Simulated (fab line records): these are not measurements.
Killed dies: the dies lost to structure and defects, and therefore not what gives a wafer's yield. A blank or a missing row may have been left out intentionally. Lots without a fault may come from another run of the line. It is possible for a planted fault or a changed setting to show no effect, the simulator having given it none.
Comparing a struck lot with a sound one || flow berkeley-cmos170 || 44 steps out of a route of 331
Sound: the wafers L939.1, L939.3, L939.5. The struck wafers were L955.2, L955.3, L955.5. The cause is named last.
For every step that has rows: the tool of each side, followed by ch and its chambers, followed by its first start. Under that, the readings that differ: sound wafers || struck wafers || difference of the means || sigmas: that difference in standard deviations of wafers without a fault.
alike: words and numbers the same on both sides, and readings whose means are apart by under 2 such deviations; not compared: readings that were withheld, readings missing a value for some wafer, numbers with overlapping values and no deviation given by the record, and bounds like >300 which may hide the same value.
A row with sigmas, a row that says differs or no value, or rows on one side alone: a step with any of these is where the two part. Numbers that have no deviation but don't overlap get no sigmas and don't part them. A reading that every wafer of one side lacks parts them only if that side has two wafers or more.

first, 7 steps without rows for these wafers: UCB170_ACTIVE_CLEAN_17 (cleans in SPM, time 600 s); UCB170_PFIELD_HMDS_00 (prime time 60 s); UCB170_PFIELD_COAT_01 (resist thk 900 nm); UCB170_PFIELD_SOFTBAKE_02 (time 60 s); UCB170_PFIELD_EXPOSE_03 (exposes mask PFIELD, target cd 1500 nm); UCB170_PFIELD_PEB_04; UCB170_PFIELD_DEVELOP_05 (develop time 45 s).
UCB170_PFIELD_OVL_MEAS_06:
  struck on overlay-02, day 7 15:01; sound on overlay-01, day 4 09:07
  alike: PFIELD_OVL
after that, 1 step had no rows for these wafers: UCB170_PFIELD_IMPLANT_07.
UCB170_PFIELD_STRIP_08: strips in O2.
  sound on plasma-asher-04 ch 0,1, day 4 09:17; struck on plasma-asher-03 ch 0,1, day 7 15:11
  alike: drypump-motor-current-A, o2-flow-sccm, oes-product-au, strip-time-to-endpoint-s
  not compared: rf-hours-counter-h
UCB170_PFIELD_TW_MEAS_09:
  struck on film-metro-03, day 7 15:18; sound on film-metro-03, day 4 09:23
  alike: PFIELD_TW
then, 1 step without rows for these wafers: UCB170_FIELD_CLEAN_00 (cleans in dHF, time 7.5 s).
UCB170_FIELD_OXIDATION_01: target thk 558.3 nm, ox time 7200 s.
  sound on furnace-03 ch 0, day 4 10:32; struck on furnace-04 ch 0, day 7 19:46
UCB170_FIELD_THK_MEAS_02:
  struck on film-metro-04, day 7 22:46; sound on film-metro-04, day 4 13:32
{"reading": "FIELD_OXIDE_THK (nm)", "sound": "558 565 564", "struck": "834 840 842", "difference": "+276", "sigmas": "+23"}
then, 1 step without rows for these wafers: UCB170_FIELD_ANNEAL_03 (time 1200 s).
UCB170_FIELD_WET_ETCH_04: etches SiO2 in dHF, time 60 s.
  sound on wet-bench-03 ch 2, day 4 16:47; struck on wet-bench-01 ch 0, day 8 01:11
{"reading": "model.SiO2_of_FIELD_OXIDATION_01.thk-nm (nm)", "sound": "524.8 532 530.6", "struck": "800.1 806.2 807.8", "difference": "+275.6", "sigmas": ""}
  alike: bath-heat-duty-pct
then, 1 step without rows for these wafers: UCB170_FIELD_WET_ETCH_05 (etches Si3N4 in H3PO4, time 12600 s).
UCB170_FIELD_WET_ETCH_06: etches SiO2 in BOE, time 22 s.
  sound on wet-bench-03 ch 0, day 4 20:58; struck on wet-bench-03 ch 3, day 8 05:40
{"reading": "model.SiO2_of_FIELD_OXIDATION_01.thk-nm (nm)", "sound": "441.7 448.8 447", "struck": "717.3 724 725.2", "difference": "+276.3", "sigmas": ""}
  alike: bath-heat-duty-pct
UCB170_FIELD_THK_MEAS_90:
  struck on film-metro-01, day 8 05:41; sound on film-metro-04, day 4 20:59
{"reading": "FIELD_OXIDE_LEFT_1_THK (nm)", "sound": "442 449 447", "struck": "717 724 725", "difference": "+276", "sigmas": "+23"}
then, 2 steps without rows for these wafers: UCB170_SACOX_CLEAN_00 (cleans in dHF, time 7.5 s); UCB170_SACOX_OXIDATION_01 (target thk 14.4 nm, ox time 2400 s).
UCB170_SACOX_THK_MEAS_02:
  struck on film-metro-03, day 8 08:01; sound on film-metro-03, day 4 23:36
  alike: SACOX_OXIDE_THK
then, 2 steps without rows for these wafers: UCB170_SCREENOX_WET_ETCH_00 (etches SiO2 in dHF, time 200 s); UCB170_SCREENOX_OXIDATION_01 (target thk 14.4 nm, ox time 2400 s).
UCB170_SCREENOX_THK_MEAS_02:
  struck on film-metro-03, day 8 10:19; sound on film-metro-02, day 5 05:58
  alike: SCREENOX_OXIDE_THK
then, 7 steps without rows for these wafers: UCB170_SCREENOX_ANNEAL_03 (time 900 s); UCB170_NVT_HMDS_00 (prime time 60 s); UCB170_NVT_COAT_01 (resist thk 900 nm); UCB170_NVT_SOFTBAKE_02 (time 60 s); UCB170_NVT_EXPOSE_03 (exposes mask PWELL, target cd 3000 nm); UCB170_NVT_PEB_04; UCB170_NVT_DEVELOP_05 (develop time 45 s).
UCB170_NVT_OVL_MEAS_06:
  struck on overlay-02, day 8 14:59; sound on overlay-02, day 5 10:27
  alike: NVT_OVL
after that, 1 step had no rows for these wafers: UCB170_NVT_IMPLANT_07.
UCB170_NVT_STRIP_08: strips in O2.
  sound on plasma-asher-03 ch 0,1, day 5 10:38; struck on plasma-asher-04 ch 0,1, day 8 15:10
  alike: drypump-motor-current-A, o2-flow-sccm, oes-product-au, strip-time-to-endpoint-s
  not compared: rf-hours-counter-h
UCB170_NVT_TW_MEAS_09:
  struck on film-metro-03, day 8 15:16; sound on film-metro-04, day 5 10:44
{"reading": "NVT_TW", "sound": "521 522 524", "struck": "535 536 533", "difference": "+12", "sigmas": "+2"}
then, 6 steps without rows for these wafers: UCB170_NVT_CLEAN_10 (cleans in SPM, time 600 s); UCB170_PVT_HMDS_00 (prime time 60 s); UCB170_PVT_COAT_01 (resist thk 900 nm); UCB170_PVT_SOFTBAKE_02 (time 60 s); UCB170_PVT_EXPOSE_03 (exposes mask NWELL, target cd 3000 nm); UCB170_PVT_PEB_04.
UCB170_FIELD_THK_MEAS_91:
  struck on film-metro-02, day 8 19:37; sound on film-metro-02, day 5 14:44
{"reading": "FIELD_OXIDE_LEFT_2_THK (nm)", "sound": "353 361 359", "struck": "630 637 637", "difference": "+277", "sigmas": "+23"}
after that, 1 step had no rows for these wafers: UCB170_M3_PROBE_99.

WHERE THEY PART
At UCB170_FIELD_THK_MEAS_02 first; at UCB170_FIELD_THK_MEAS_91 last (within this record only).

WHY: whatever the simulator had introduced
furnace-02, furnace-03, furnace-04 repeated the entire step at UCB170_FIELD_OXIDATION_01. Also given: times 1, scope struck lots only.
